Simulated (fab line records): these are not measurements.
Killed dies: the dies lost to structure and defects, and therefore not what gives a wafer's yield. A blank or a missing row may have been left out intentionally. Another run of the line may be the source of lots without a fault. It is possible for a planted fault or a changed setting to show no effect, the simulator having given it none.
fab line records	flow rit_cmos
record lots=13	wafers=39	last_day=7
route steps=202 shown SILICIDE@162 CONTACT@179 M1@184
lots with no fault: from the same line, run without faults
start_h: the number of hours between the record's first day and the start of the first shown wafer of the lot	wait_h: how many hours have passed since the lot's step before this one	" unchanged from the row above	L1.1+2: one row covering several wafers at once	- no value, or no start was given	* or withheld: withheld	< > ~ a bound
route shown NAME@n: NAME is a module with steps in the file, n the number in the route of the first one	usual: the fault-free wafers' mean and standard deviation	same: alike in all rows	chamber/n: place in a boat	sites: per-site readings	_std_site: standard deviation across them	_edge_site: mean of outer sites minus mean of inner sites	radius_mm: how far each site lies from the wafer's centre	mask NAME#n: copy n	behind: the tool/chamber that last shaped the wafer	hold: cause of the lot's hold/its duration in hours/its outcome	device: the n, p or np transistor that did not switch	end of line: the tests these same wafers got at the end of their route	for a step that has no rows: nothing shown but its recipe	killed: dies that structure and defects cost at the first sort, which is not the same as the wafer's yield	map: per-die view of a wafer (x killed, . not killed, _ where there is no die)
set.NAME: setting as actually run; set.NAME@STEP: the setting as run at that earlier step	model.NAME: the simulator's own value behind a step, which no gauge read
steps of the route over a sample of lots; a table a step, a row a wafer
services: when a tool's chamber went out of use (start_h, in hours from the record's first day, below 0 if earlier), for how many hours, and the reason
## steps
# step RIT_SILICIDE_SPUTTER_01
# recipe material=Ti	target_thk_nm=30	power_w=350	chamber_pressure_pa=0.667	gas=Ar	time_s=240	substrate_temp_c=25
# usual cathode_dc_power_W=350.00/0.068	throttle_valve_pct=30.0/0.96
lot.wafer	tool	chamber	start_h	wait_h	cathode_dc_power_W	throttle_valve_pct
L831.2	pvd_sputter-03	-	51.34	0.0	349.91	30.8
L831.3	"	-	"	"	349.99	30.2
L831.6	"	-	"	"	349.94	30.9
L832.3	pvd_sputter-02	-	56.34	0.0	349.97	30.6
L832.5	"	-	"	"	350.05	28.5
L832.6	"	-	"	"	349.97	30.5
L836.1	pvd_sputter-02	-	75.47	0.0	350.09	30.6
L836.5	"	-	"	"	350.08	28.9
L836.6	"	-	"	"	350.15	28.5
L837.2	pvd_sputter-01	-	80.02	0.0	349.95	29.9
L837.5	"	-	"	"	349.95	29.7
L837.6	"	-	"	"	349.94	29.5
L838.4	pvd_sputter-02	-	86.11	0.0	349.93	29.3
L838.5	"	-	"	"	349.89	29.2
L838.6	"	-	"	"	349.98	31.8
L839.2	pvd_sputter-01	-	90.77	0.0	349.87	29.7
L839.5	"	-	"	"	350.01	29.8
L839.6	"	-	"	"	350.04	29.4
L840.1	pvd_sputter-02	-	96.23	0.0	350.05	32.0
L840.2	"	-	"	"	349.93	30.7
L840.4	"	-	"	"	349.86	29.0
L841.1	pvd_sputter-01	-	100.04	0.0	350.09	29.6
L841.3	"	-	"	"	350.01	30.0
L841.6	"	-	"	"	350.07	29.3
L842.1	pvd_sputter-02	-	106.00	0.0	350.08	30.8
L842.2	"	-	"	"	350.09	31.5
L842.6	"	-	"	"	349.81	28.4
L844.2	pvd_sputter-03	-	115.76	0.0	350.05	30.0
L844.3	"	-	"	"	350.03	30.7
L844.5	"	-	"	"	350.08	30.9
L847.3	pvd_sputter-02	-	129.58	0.0	349.90	28.8
L847.5	"	-	"	"	349.98	28.3
L847.6	"	-	"	"	350.03	28.9
L852.1	pvd_sputter-03	-	155.49	0.0	350.05	30.1
L852.4	"	-	"	"	349.94	30.1
L852.5	"	-	"	"	350.05	30.6
L853.1	pvd_sputter-02	-	159.60	0.0	350.03	28.6
L853.3	"	-	"	"	350.06	30.7
L853.6	"	-	"	"	349.95	30.5
# step RIT_SILICIDE_RS_MEAS_02
# recipe thk_meas_gauge=four-point-probe	reads=Ti_of_SILICIDE_SPUTTER_01
# usual SILICIDE_TI_RS=47.8/0.95
lot.wafer	tool	chamber	start_h	wait_h	SILICIDE_TI_RS[ohm/sq]
L831.2	film_metro-01	-	51.51	0.1	49.5
L831.3	"	-	"	"	48.7
L831.6	"	-	"	"	49.0
L832.3	film_metro-03	-	56.53	0.1	48.9
L832.5	"	-	"	"	47.2
L832.6	"	-	"	"	49.3
L836.1	film_metro-01	-	75.62	0.1	49.4
L836.5	"	-	"	"	48.2
L836.6	"	-	"	"	47.4
L837.2	film_metro-01	-	80.19	0.1	48.7
L837.5	"	-	"	"	48.5
L837.6	"	-	"	"	48.9
L838.4	film_metro-02	-	86.32	0.1	46.6
L838.5	"	-	"	"	46.9
L838.6	"	-	"	"	46.2
L839.2	film_metro-02	-	90.94	0.1	49.0
L839.5	"	-	"	"	49.4
L839.6	"	-	"	"	48.5
L840.1	film_metro-03	-	96.38	0.1	45.7
L840.2	"	-	"	"	47.8
L840.4	"	-	"	"	47.2
L841.1	film_metro-01	-	100.19	0.1	47.4
L841.3	"	-	"	"	47.1
L841.6	"	-	"	"	47.6
L842.1	film_metro-02	-	106.15	0.1	49.1
L842.2	"	-	"	"	47.3
L842.6	"	-	"	"	46.3
L844.2	film_metro-01	-	115.93	0.1	47.6
L844.3	"	-	"	"	47.6
L844.5	"	-	"	"	47.8
L847.3	film_metro-03	-	129.77	0.1	47.4
L847.5	"	-	"	"	46.1
L847.6	"	-	"	"	47.0
L852.1	film_metro-01	-	155.64	0.1	49.3
L852.4	"	-	"	"	56.3
L852.5	"	-	"	"	48.9
L853.1	film_metro-03	-	159.75	0.1	47.2
L853.3	"	-	"	"	49.8
L853.6	"	-	"	"	49.7
# step RIT_SILICIDE_THK_MEAS_03
# recipe thk_meas_gauge=xrf	reads=Ti_of_SILICIDE_SPUTTER_01
# usual SILICIDE_TI_THK=30.0/0.49
lot.wafer	tool	chamber	start_h	wait_h	SILICIDE_TI_THK[nm]
L831.2	film_metro-01	-	51.62	0.1	29.4
L831.3	"	-	"	"	29.9
L831.6	"	-	"	"	29.7
L832.3	film_metro-03	-	56.63	0.1	29.5
L832.5	"	-	"	"	30.3
L832.6	"	-	"	"	29.2
L836.1	film_metro-01	-	75.74	0.1	29.3
L836.5	"	-	"	"	29.9
L836.6	"	-	"	"	30.4
L837.2	film_metro-01	-	80.30	0.1	29.9
L837.5	"	-	"	"	29.8
L837.6	"	-	"	"	29.5
L838.4	film_metro-02	-	86.41	0.1	30.7
L838.5	"	-	"	"	30.6
L838.6	"	-	"	"	31.1
L839.2	film_metro-02	-	91.05	0.1	29.5
L839.5	"	-	"	"	29.3
L839.6	"	-	"	"	29.7
L840.1	film_metro-03	-	96.50	0.1	31.3
L840.2	"	-	"	"	30.2
L840.4	"	-	"	"	30.2
L841.1	film_metro-01	-	100.31	0.1	30.4
L841.3	"	-	"	"	30.5
L841.6	"	-	"	"	30.3
L842.1	film_metro-02	-	106.27	0.1	29.3
L842.2	"	-	"	"	30.3
L842.6	"	-	"	"	30.6
L844.2	film_metro-01	-	116.04	0.1	30.2
L844.3	"	-	"	"	30.2
L844.5	"	-	"	"	30.1
L847.3	film_metro-03	-	129.87	0.1	30.2
L847.5	"	-	"	"	30.8
L847.6	"	-	"	"	30.2
L852.1	film_metro-01	-	155.76	0.1	29.3
L852.4	"	-	"	"	26.3
L852.5	"	-	"	"	29.4
L853.1	film_metro-03	-	159.87	0.1	30.3
L853.3	"	-	"	"	29.0
L853.6	"	-	"	"	29.1
# step RIT_CONTACT_ETCH_11
# recipe target_depth_a=4800	over_etch_frac=0.2	stop_on=TiSi2	chemistry=CHF3/CF4/Ar	target=SiO2	CHF3_flow_sccm=50	cf4_flow_sccm=10	Ar_flow_sccm=100	O2_flow_sccm=5	pressure_mtorr=100	rf_w=200	time_s=320
# usual CHF3_flow_sccm=50.01/0.14	drypump_motor_current_A=5.9/0.42	oes_product_au=0.988/0.014	throttle_valve_pct=8.73/0.097
lot.wafer	tool	chamber	start_h	wait_h	CHF3_flow_sccm	drypump_motor_current_A	oes_product_au	rf_hours_counter_h	throttle_valve_pct
L831.2	rie_diel-02	0	53.35	0.1	49.75	6.4	0.996	138	8.79
L831.3	"	1	"	"	50.22	5.8	0.992	53	8.61
L831.6	"	1	"	"	50.20	5.8	0.993	-	8.61
L832.3	rie_diel-01	0	58.30	0.1	50.03	5.7	1.007	114	8.53
L832.5	"	1	"	"	49.78	5.6	0.973	-	8.74
L832.6	"	2	"	"	50.09	5.4	0.999	-	8.79
L836.1	rie_diel-01	1	77.66	0.1	49.65	5.7	0.974	143	8.73
L836.5	"	0	"	"	49.84	5.7	1.003	-	8.53
L836.6	"	1	"	"	49.96	5.6	0.975	-	8.74
L837.2	rie_diel-03	3	81.95	0.1	50.21	5.7	0.980	121	8.75
L837.5	"	3	"	"	50.11	5.7	0.978	-	8.75
L837.6	"	2	"	"	49.92	6.7	0.980	-	8.77
L838.4	rie_diel-03	0	88.12	0.1	50.17	5.7	1.000	140	8.80
L838.5	"	3	"	"	50.09	5.7	0.978	-	8.74
L838.6	"	2	"	"	50.15	6.7	0.973	-	8.77
L839.2	rie_diel-01	2	92.81	0.1	50.02	5.4	1.005	5	8.77
L839.5	"	1	"	"	49.93	5.8	0.980	-	8.73
L839.6	"	0	"	"	50.13	5.7	1.004	-	8.53
L840.1	rie_diel-02	1	98.24	0.1	50.13	5.8	1.003	54	8.63
L840.2	"	0	"	"	50.14	6.4	0.986	139	8.79
L840.4	"	2	"	"	49.91	5.4	0.959	148	8.82
L841.1	rie_diel-02	2	102.08	0.1	49.94	5.4	0.959	148	8.81
L841.3	"	0	"	"	49.80	6.4	0.979	139	8.79
L841.6	"	3	"	"	50.04	5.5	1.001	-	8.92
L842.1	rie_diel-01	1	108.05	0.1	49.97	5.6	0.976	144	8.73
L842.2	"	0	"	"	50.07	5.7	0.993	115	8.53
L842.6	"	3	"	"	50.10	6.4	0.974	-	8.75
L844.2	rie_diel-03	1	117.65	0.1	49.97	5.5	0.991	0	8.65
L844.3	"	3	"	"	49.94	5.7	0.970	122	8.72
L844.5	"	1	"	"	49.91	5.5	0.986	-	8.66
L847.3	rie_diel-02	1	131.55	0.1	49.78	5.8	0.995	55	8.61
L847.5	"	1	"	"	50.02	5.9	1.001	-	8.60
L847.6	"	0	"	"	50.12	6.4	0.980	-	8.81
L852.1	rie_diel-02	0	157.51	0.1	49.78	6.4	0.979	140	8.80
L852.4	"	1	"	"	49.85	5.9	0.998	-	8.61
L852.5	"	0	"	"	49.72	6.4	0.989	-	8.79
L853.1	rie_diel-01	1	161.53	0.1	49.95	5.7	0.971	145	8.73
L853.3	"	3	"	"	49.86	6.4	0.978	67	8.75
L853.6	"	2	"	"	50.23	5.4	0.995	-	8.77
# step RIT_M1_SPUTTER_00
# recipe material=Al	target_thk_nm=400	power_w=2000	chamber_pressure_pa=0.4	gas=Ar	time_s=500	substrate_temp_c=25
# usual cathode_dc_power_W=2000.0/0.38	throttle_valve_pct=30.0/1
lot.wafer	tool	chamber	start_h	wait_h	cathode_dc_power_W	throttle_valve_pct
L831.2	pvd_sputter-01	-	54.23	0.0	2000.1	30.0
L831.3	"	-	"	"	2000.2	30.2
L831.6	"	-	"	"	1999.8	29.9
L832.3	pvd_sputter-03	-	59.17	0.0	2000.6	30.8
L832.5	"	-	"	"	1999.6	30.5
L832.6	"	-	"	"	1999.5	30.2
L836.1	pvd_sputter-03	-	78.68	0.0	1999.9	30.1
L836.5	"	-	"	"	2000.4	30.0
L836.6	"	-	"	"	2000.3	30.8
L837.2	pvd_sputter-04	-	82.80	0.0	1999.7	29.0
L837.5	"	-	"	"	1999.6	32.1
L837.6	"	-	"	"	2000.0	30.4
L838.4	pvd_sputter-03	-	88.96	0.0	2000.3	30.7
L838.5	"	-	"	"	2000.0	30.4
L838.6	"	-	"	"	2000.0	30.8
L839.2	pvd_sputter-04	-	93.66	0.0	1999.1	31.8
L839.5	"	-	"	"	1999.9	31.8
L839.6	"	-	"	"	1999.9	30.3
L840.1	pvd_sputter-03	-	99.08	0.0	2000.1	30.6
L840.2	"	-	"	"	2000.5	30.0
L840.4	"	-	"	"	1999.0	30.8
L841.1	pvd_sputter-04	-	102.92	0.0	2000.7	30.1
L841.3	"	-	"	"	2000.1	29.0
L841.6	"	-	"	"	2000.2	32.1
L842.1	pvd_sputter-03	-	108.91	0.0	2000.7	30.8
L842.2	"	-	"	"	2000.0	30.1
L842.6	"	-	"	"	1999.9	30.7
L844.2	pvd_sputter-01	-	118.49	0.0	2000.0	30.5
L844.3	"	-	"	"	2000.2	29.9
L844.5	"	-	"	"	2000.1	30.4
L847.3	pvd_sputter-04	-	132.40	0.0	1999.3	30.3
L847.5	"	-	"	"	1999.7	28.9
L847.6	"	-	"	"	1999.4	30.0
L852.1	pvd_sputter-01	-	158.35	0.0	1999.7	30.3
L852.4	"	-	"	"	2000.5	29.7
L852.5	"	-	"	"	1999.9	29.4
L853.1	pvd_sputter-04	-	162.39	0.0	2000.0	28.0
L853.3	"	-	"	"	1999.7	31.9
L853.6	"	-	"	"	1999.8	30.5
# step RIT_M1_CD_MEAS_09
# recipe target_cd_nm=2600
# usual cd_nm=2600.5/2
lot.wafer	tool	chamber	start_h	wait_h	cd_nm
L831.2	cd_sem-01	-	55.78	-	2600.0
L831.3	"	-	"	"	2600.2
L831.6	"	-	"	"	2602.5
L832.3	cd_sem-01	-	60.65	-	2599.6
L832.5	"	-	"	"	2601.4
L832.6	"	-	"	"	2600.6
L836.1	cd_sem-01	-	80.16	-	2600.9
L836.5	"	-	"	"	2601.6
L836.6	"	-	"	"	2599.2
L837.2	cd_sem-01	-	84.30	-	2600.3
L837.5	"	-	"	"	2600.2
L837.6	"	-	"	"	2602.0
L838.4	cd_sem-01	-	90.38	-	2603.1
L838.5	"	-	"	"	2601.5
L838.6	"	-	"	"	2600.6
L839.2	cd_sem-01	-	95.04	-	2601.7
L839.5	"	-	"	"	2603.5
L839.6	"	-	"	"	2602.9
L840.1	cd_sem-02	-	100.57	-	2599.9
L840.2	"	-	"	"	2600.2
L840.4	"	-	"	"	2598.8
L841.1	cd_sem-02	-	104.40	-	2601.0
L841.3	"	-	"	"	2601.5
L841.6	"	-	"	"	2601.1
L842.1	cd_sem-02	-	110.26	-	2602.2
L842.2	"	-	"	"	2599.5
L842.6	"	-	"	"	2598.9
L844.2	cd_sem-01	-	119.86	-	2604.1
L844.3	"	-	"	"	2602.0
L844.5	"	-	"	"	2603.7
L847.3	cd_sem-02	-	133.80	-	2597.9
L847.5	"	-	"	"	2598.7
L847.6	"	-	"	"	2600.1
L852.1	cd_sem-01	-	159.70	-	2597.7
L852.4	"	-	"	"	2598.4
L852.5	"	-	"	"	2596.1
L853.1	cd_sem-01	-	163.87	-	2598.9
L853.3	"	-	"	"	2599.9
L853.6	"	-	"	"	2600.6
# step RIT_M1_PROBE_99
# usual killed_at_contacts=0.1/0.23	killed_at_front_end=7/3.1	killed_dies=7/3.1	killed_open=3.4/2.1	killed_short=3.5/2
# same gross_dies=264	killed_at_M0_to_M3=0	killed_at_M4_up=0	killed_at_back_side=0	killed_at_other=0
lot.wafer	tool	chamber	start_h	wait_h	killed_at_contacts	killed_at_front_end	killed_dies	killed_open	killed_short
L831.2	prober-02	-	58.72	0.1	0	8	8	6	2
L831.3	prober-02	-	58.77	0.2	0	9	9	6	3
L831.6	prober-02	-	58.92	0.2	0	9	9	4	5
L832.3	prober-01	-	63.37	0.2	0	1	1	0	1
L832.5	prober-01	-	63.47	0.2	0	5	5	1	4
L832.6	prober-01	-	63.52	0.2	0	10	10	7	3
L836.1	prober-01	-	82.81	0.1	0	7	7	4	3
L836.5	prober-01	-	83.01	0.2	0	6	6	1	5
L836.6	prober-01	-	83.06	0.2	0	7	7	3	4
L837.2	prober-02	-	88.26	0.1	0	6	6	4	2
L837.5	prober-02	-	88.41	0.2	0	9	9	4	5
L837.6	prober-02	-	88.46	0.2	1	7	8	5	3
L838.4	prober-01	-	93.48	0.2	0	7	7	5	2
L838.5	prober-01	-	93.53	0.2	0	4	4	2	2
L838.6	prober-01	-	93.58	0.2	0	5	5	3	2
L839.2	prober-02	-	98.13	0.1	0	10	10	5	5
L839.5	prober-02	-	98.28	0.2	0	8	8	5	3
L839.6	prober-02	-	98.33	0.2	0	6	6	2	4
L840.1	prober-01	-	103.24	0.1	0	10	10	2	8
L840.2	prober-01	-	103.29	0.1	0	12	12	7	5
L840.4	prober-01	-	103.39	0.2	0	5	5	1	4
L841.1	prober-02	-	107.09	0.1	1	7	8	2	6
L841.3	prober-02	-	107.19	0.2	0	5	5	2	3
L841.6	prober-02	-	107.34	0.2	0	14	14	7	7
L842.1	prober-01	-	112.93	0.1	0	12	12	4	8
L842.2	prober-01	-	112.98	0.1	0	9	9	6	3
L842.6	prober-01	-	113.18	0.2	0	7	7	2	5
L844.2	prober-02	-	123.63	0.1	0	2	2	2	0
L844.3	prober-02	-	123.68	0.2	0	8	8	3	5
L844.5	prober-02	-	123.78	0.2	0	7	7	3	4
L847.3	prober-01	-	136.52	0.2	0	9	9	4	5
L847.5	prober-01	-	136.62	0.2	1	9	10	3	7
L847.6	prober-01	-	136.67	0.2	0	21	21	12	9
L852.1	prober-02	-	162.36	0.1	0	2	2	0	2
L852.4	prober-02	-	162.51	0.2	0	4	4	3	1
L852.5	prober-02	-	162.56	0.2	0	5	5	3	2
L853.1	prober-01	-	166.53	0.1	0	6	6	1	5
L853.3	prober-01	-	166.63	0.2	1	6	7	5	2
L853.6	prober-01	-	166.78	0.2	0	8	8	3	5
# killed by level:class
L831.2 GATE:geometric_particle:open=5 ACTIVE:geometric_particle:open=1 FOX1:geometric_particle:short=1 GATE:geometric_particle:short=1
L831.3 GATE:geometric_particle:short=2 SILICIDE:geometric_particle:open=2 FOX1:geometric_particle:open=1 FOX1:geometric_particle:short=1 GATE:geometric_particle:open=1 REOX:geometric_particle:open=1 SPACER:geometric_particle:open=1
L831.6 GATE:geometric_particle:open=3 GATE:geometric_particle:short=2 FOX2:geometric_particle:open=1 FOX2:geometric_particle:short=1 SPACER:geometric_particle:short=1 SILICIDE:geometric_particle:short=1
L832.3 GATE:geometric_particle:short=1
L832.5 FOX2:geometric_particle:short=2 FOX2:geometric_particle:open=1 REOX:geometric_particle:short=1 SPACER:geometric_particle:short=1
L832.6 GATE:geometric_particle:open=5 GATE:geometric_particle:short=2 SPACER:geometric_particle:open=2 SPACER:geometric_particle:short=1
L836.1 SILICIDE:geometric_particle:open=3 FOX1:geometric_particle:open=1 FOX2:geometric_particle:short=1 GATE:geometric_particle:short=1 SILICIDE:geometric_particle:short=1
L836.5 GATE:geometric_particle:short=3 FOX1:geometric_particle:short=2 GATE:geometric_particle:open=1
L836.6 SPACER:geometric_particle:short=3 SPACER:geometric_particle:open=2 GATE:geometric_particle:short=1 GATE:geometric_particle:open=1
L837.2 GATE:geometric_particle:short=2 SPACER:geometric_particle:open=2 GATE:geometric_particle:open=1 REOX:geometric_particle:open=1
L837.5 FOX1:geometric_particle:open=2 FOX1:geometric_particle:short=2 SILICIDE:geometric_particle:open=2 GATE:geometric_particle:short=1 REOX:geometric_particle:short=1 SILICIDE:geometric_particle:short=1
L837.6 GATE:geometric_particle:open=3 SPACER:geometric_particle:short=1 SPACER:geometric_particle:open=1 SILICIDE:geometric_particle:short=1 SILICIDE:geometric_particle:open=1 CONTACT:geometric_particle:short=1
L838.4 SPACER:geometric_particle:open=4 GATE:geometric_particle:short=1 REOX:geometric_particle:open=1 SPACER:geometric_particle:short=1
L838.5 FOX1:geometric_particle:short=1 GATE:geometric_particle:open=1 REOX:geometric_particle:short=1 SPACER:geometric_particle:open=1
L838.6 GATE:geometric_particle:open=2 FOX2:geometric_particle:open=1 GATE:geometric_particle:short=1 SPACER:geometric_particle:short=1
L839.2 GATE:geometric_particle:short=5 GATE:geometric_particle:open=3 FOX1:geometric_particle:open=1 SPACER:geometric_particle:open=1
L839.5 SPACER:geometric_particle:open=4 GATE:geometric_particle:short=1 GATE:geometric_particle:open=1 REOX:geometric_particle:short=1 SPACER:geometric_particle:short=1
L839.6 SPACER:geometric_particle:short=2 FOX1:geometric_particle:open=1 GATE:geometric_particle:short=1 GATE:geometric_particle:open=1 SILICIDE:geometric_particle:short=1
L840.1 GATE:geometric_particle:short=6 FOX1:geometric_particle:short=1 FOX1:geometric_particle:open=1 GATE:geometric_particle:open=1 SPACER:geometric_particle:short=1
L840.2 GATE:geometric_particle:open=4 SPACER:geometric_particle:short=3 FOX1:geometric_particle:short=1 FOX1:geometric_particle:open=1 GATE:geometric_particle:short=1 REOX:geometric_particle:open=1 SPACER:geometric_particle:open=1
L840.4 FOX2:geometric_particle:short=2 GATE:geometric_particle:short=2 SILICIDE:geometric_particle:open=1
L841.1 GATE:geometric_particle:short=4 FOX1:geometric_particle:short=1 FOX2:geometric_particle:open=1 SILICIDE:geometric_particle:open=1 CONTACT:geometric_particle:short=1
L841.3 GATE:geometric_particle:short=2 FOX2:geometric_particle:open=1 GATE:geometric_particle:open=1 REOX:geometric_particle:short=1
L841.6 FOX1:geometric_particle:short=3 SPACER:geometric_particle:open=3 GATE:geometric_particle:open=2 FOX1:geometric_particle:open=1 FOX2:geometric_particle:open=1 GATE:geometric_particle:short=1 REOX:geometric_particle:short=1 SPACER:geometric_particle:short=1
L842.1 GATE:geometric_particle:short=3 FOX1:geometric_particle:open=2 GATE:geometric_particle:open=2 REOX:geometric_particle:short=2 SPACER:geometric_particle:short=2 SILICIDE:geometric_particle:short=1
L842.2 GATE:geometric_particle:open=2 FOX1:geometric_particle:open=1 FOX2:geometric_particle:short=1 FOX2:geometric_particle:open=1 REOX:geometric_particle:open=1 REOX:geometric_particle:short=1 SPACER:geometric_particle:open=1 SPACER:geometric_particle:short=1
L842.6 GATE:geometric_particle:short=2 REOX:geometric_particle:short=2 FOX1:geometric_particle:open=1 REOX:geometric_particle:open=1 SILICIDE:geometric_particle:short=1
L844.2 REOX:geometric_particle:open=1 SILICIDE:geometric_particle:open=1
L844.3 GATE:geometric_particle:open=2 GATE:geometric_particle:short=2 FOX2:geometric_particle:short=1 REOX:geometric_particle:open=1 REOX:geometric_particle:short=1 SPACER:geometric_particle:short=1
L844.5 GATE:geometric_particle:short=4 GATE:geometric_particle:open=3
L847.3 FOX2:geometric_particle:open=2 GATE:geometric_particle:short=2 REOX:geometric_particle:short=2 SPACER:geometric_particle:open=2 SILICIDE:geometric_particle:short=1
L847.5 FOX1:geometric_particle:short=4 GATE:geometric_particle:open=2 FOX2:geometric_particle:short=1 GATE:geometric_particle:short=1 SILICIDE:geometric_particle:open=1 CONTACT:geometric_particle:short=1
L847.6 SILICIDE:geometric_particle:short=5 GATE:geometric_particle:short=3 REOX:geometric_particle:open=3 SILICIDE:geometric_particle:open=3 FOX2:geometric_particle:open=2 GATE:geometric_particle:open=2 FOX1:geometric_particle:open=1 FOX1:geometric_particle:short=1
L852.1 SPACER:geometric_particle:short=2
L852.4 GATE:geometric_particle:open=3 REOX:geometric_particle:short=1
L852.5 GATE:geometric_particle:short=2 GATE:geometric_particle:open=2 REOX:geometric_particle:open=1
L853.1 GATE:geometric_particle:short=3 FOX1:geometric_particle:short=2 GATE:geometric_particle:open=1
L853.3 FOX1:geometric_particle:open=1 FOX2:geometric_particle:open=1 GATE:geometric_particle:open=1 REOX:geometric_particle:open=1 SPACER:geometric_particle:short=1 SPACER:geometric_particle:open=1 CONTACT:geometric_particle:short=1
L853.6 SPACER:geometric_particle:short=2 SILICIDE:geometric_particle:short=2 FOX1:geometric_particle:open=1 FOX1:geometric_particle:short=1 GATE:geometric_particle:open=1 SILICIDE:geometric_particle:open=1
## services
tool	chamber	start_h	hours	kind
rie_diel-01	0	35.39	15.6	repair
pvd_sputter-02	-	47.12	5.9	repair
rie_diel-02	2	48.25	9.4	repair
rie_diel-02	-	62.39	2.6	repair
pvd_sputter-02	-	72.27	1.3	repair
rie_diel-01	-	73.55	2.8	pm
rie_diel-03	1	99.89	-	clean
rie_diel-03	1	99.89	15.5	scheduled_down
rie_diel-03	1	99.89	15.5	vent_cycle
rie_diel-03	-	106.14	1.3	repair
pvd_sputter-02	-	112.42	6.0	repair
rie_diel-03	-	124.90	0.2	repair
rie_diel-01	2	137.30	2.8	repair
rie_diel-02	0	144.55	7.6	repair
rie_diel-02	2	157.11	-	clean
rie_diel-02	2	157.11	11.8	scheduled_down
rie_diel-02	2	157.11	11.8	vent_cycle
## key
first_sign step=RIT_SILICIDE_RS_MEAS_02	reading=SILICIDE_TI_RS	direction=up	sigmas=8.9	usual=47.8	struck=56.3
effect step=RIT_SILICIDE_THK_MEAS_03	reading=SILICIDE_TI_THK	direction=down	sigmas=7.6	usual=30.0	struck=26.3
met_at RIT_SILICIDE_SPUTTER_01
struck_lots L852
struck_wafers L852.4
tester_left_out L852
not_acting_at RIT_CONTACT_ETCH_11,RIT_M1_SPUTTER_00,RIT_M1_CD_MEAS_09
onset_between 115.76 155.49
fault kind=process_parameter_drift	tool=pvd_sputter-03	chamber=-	onset_h=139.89	steps=RIT_SILICIDE_SPUTTER_01	channel=target_thk_nm	offset=-3.4135	shape=step	end_h=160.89	acts_in=these_recipes_only	stated=30	scope=struck_wafers_only
# tester_left_out: of these lots the tester's yield and bins aren't shown, on N5 and GAA mostly nor the transistor test; their killed dies are dies lost to structure and defects alone, not to doping, threshold or leakage, so they don't give the yield
